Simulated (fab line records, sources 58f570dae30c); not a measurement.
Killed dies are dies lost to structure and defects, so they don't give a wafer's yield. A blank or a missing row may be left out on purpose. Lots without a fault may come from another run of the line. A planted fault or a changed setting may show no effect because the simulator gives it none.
Problem report in the 8D (eight disciplines) form, filled by code | flow berkeley_cmos170 | the parts of the form that need people (team, actions taken, sign-off) are left out

1. THE PROBLEM
beam_energy_keV at UCB170_NLDD_IMPLANT_09 reads a mean of 28.057 on 9 wafers of 3 lots; wafers without a fault read 30.000 with a standard deviation of 0.0098. That is -99 or more standard deviations from the usual mean.
First seen on wafer L580.1, day 9 02:47, on implanter-03. The record holds 45 wafers of 15 lots with a number at this step. Rule for "out", or "out of limits": more than 4 standard deviations from the usual mean. The other wafers with a number count as sound.

2. WHAT IT IS AND WHAT IT IS NOT
question                    | is                     | is not
which readings at this step | beam_energy_keV        | -
which lots                  | L580, L583, L585       | L573, L574, L575, L577, L578, L579, L582, L586, L592, L593, L594, L596
which wafers of those lots  | all that have a number | -
read on which tools         | implanter-03           | implanter-01, implanter-02
when                        | from day 9 02:47       | up to then (21 sound wafers); but 15 sound wafers of L586, L592, L593, L594, L596 came after

3. SUSPECTS, AND WHAT RULES EACH OUT
Counting: a tool at a process step up to the reading stays a suspect if it ran every lot that is out and no sound lot after the first of them.
- implanter-03 at UCB170_NLDD_IMPLANT_09: kept. It ran every lot that is out, first L580 (day 9 02:47), and no sound lot after that; its last sound lot up to then is L579 (day 8 06:01). Its own readings are out on those wafers: beam_energy_keV.
Left after counting: implanter-03 at UCB170_NLDD_IMPLANT_09.

4. THE CAUSE (what the simulator had put in)
Process parameter drift: implanter-03, from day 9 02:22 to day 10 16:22, at UCB170_NLDD_IMPLANT_09. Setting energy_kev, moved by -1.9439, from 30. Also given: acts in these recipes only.
Counting left only this tool.

5. THE CHAIN OF EFFECTS, in route order
Each row: a reading whose mean over the struck wafers that have a number lies more than 3 standard deviations from the usual. Only readings for which the record gives a usual standard deviation are gone through. hours: the time from each lot's start at the first step in this table that gives one to its start at this step, as a median over the lots. sigmas: the change in usual standard deviations.
hours | step                   | reading         | usual  | on struck wafers | change | sigmas
0     | UCB170_NLDD_IMPLANT_09 | beam_energy_keV | 30.000 | 28.057           | -1.943 | -99 or more
The process steps in it:
- UCB170_NLDD_IMPLANT_09

6. WHAT WOULD HAVE CAUGHT IT SOONER
In this record the first reading out of limits was taken at day 9 02:47, 0 hours after the fault began at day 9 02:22.
